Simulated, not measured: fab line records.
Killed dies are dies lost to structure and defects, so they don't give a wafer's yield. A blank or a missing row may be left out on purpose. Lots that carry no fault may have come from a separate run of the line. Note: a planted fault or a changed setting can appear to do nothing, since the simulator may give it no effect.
Struck lot and sound lot, side by side / flow berkeley-cmos170 / 19 out of 331 route steps
Sound: wafers L398.2, L398.3, L398.4. Wafers L388.3, L388.4, L388.5 were the ones struck. At the end, the cause is stated.
Per side, at each step with rows, come the tool, then ch with its chambers, and then its first start. Under that, the readings that differ: sound wafers / struck wafers / difference of the means / sigmas: that difference in standard deviations of wafers without a fault.
alike: readings with means less than 2 such deviations apart, plus words and numbers identical on both sides. not compared: withheld readings, readings lacking a value on some wafer, bounds such as >300 that could conceal the same value, and numbers that have no deviation in the record and whose values overlap.
The two part at a step that has a row with sigmas, a row that says differs or no value, or rows on one side only. Numbers that don't overlap but have no deviation are shown without sigmas and don't part them. A reading that every wafer of one side lacks parts them only if that side has two wafers or more.

UCB170_PLDD_CD_MEAS_06: the cd target is 1200 nm.
  sound: cd-sem-02 at day 9 00:43; struck: cd-sem-01 at day 6 14:11
  alike: cd-nm
UCB170_PLDD_OVL_MEAS_07:
  sound: overlay-02 at day 9 00:49; struck: overlay-02 at day 6 14:17
  alike: PLDD_OVL
then, 2 steps without rows for these wafers: UCB170_PLDD_IMPLANT_08; UCB170_PLDD_IMPLANT_09.
UCB170_PLDD_STRIP_10: strips in O2.
  sound on plasma-asher-01 ch 0,1, day 9 01:09; struck on plasma-asher-02 ch 0,1, day 6 14:38
  alike: drypump-motor-current-A, oes-product-au, strip-time-to-endpoint-s
  not compared: rf-hours-counter-h
UCB170_PLDD_TW_MEAS_11:
  sound: film-metro-02 at day 9 01:16; struck: film-metro-01 at day 6 14:43
reading=PLDD_TW; sound=1041 1041 1042; struck=997 1003 1007; difference=-39; sigmas=-2
then, 6 steps without rows for these wafers: UCB170_PLDD_CLEAN_12 (cleans in SPM, time 600 s); UCB170_NLDD_HMDS_00 (prime time 60 s); UCB170_NLDD_COAT_01 (resist thk 900 nm); UCB170_NLDD_SOFTBAKE_02 (time 60 s); UCB170_NLDD_EXPOSE_03 (exposes mask NSELECT, target cd 1200 nm); UCB170_NLDD_PEB_04.
UCB170_NLDD_DEVELOP_05: develop time 45 s.
  sound on litho-track-03 ch 0, day 9 03:00; struck on litho-track-01 ch 0, day 6 16:00
  alike: developer-temp-C, exhaust-pa
UCB170_NLDD_OVL_MEAS_07:
  sound: overlay-02 at day 9 03:58; struck: overlay-02 at day 6 16:48
  alike: NLDD_OVL
then, 2 steps without rows for these wafers: UCB170_NLDD_IMPLANT_08; UCB170_NLDD_IMPLANT_09.
UCB170_NLDD_STRIP_10: strips in O2.
  sound on plasma-asher-01 ch 0,1, day 9 04:17; struck on plasma-asher-04 ch 0,1, day 6 17:10
reading=oes-product-au (a.u.); sound=0.731 0.727 0.727; struck=0.738 0.740 0.738; difference=+0.010; sigmas=+2
  alike: drypump-motor-current-A, strip-time-to-endpoint-s
  not compared: rf-hours-counter-h
UCB170_NLDD_TW_MEAS_11:
  sound: film-metro-01 at day 9 04:24; struck: film-metro-03 at day 6 17:15
reading=NLDD_TW; sound=2214 2211 2199; struck=30 30 30; difference=-2178; sigmas=-62
then, 1 step without rows for these wafers: UCB170_NLDD_CLEAN_12 (cleans in SPM, time 600 s).

== WHERE THEY PART ==
First at UCB170_PLDD_TW_MEAS_11; last, within this record, at UCB170_NLDD_TW_MEAS_11.

WHY: whatever the simulator had introduced
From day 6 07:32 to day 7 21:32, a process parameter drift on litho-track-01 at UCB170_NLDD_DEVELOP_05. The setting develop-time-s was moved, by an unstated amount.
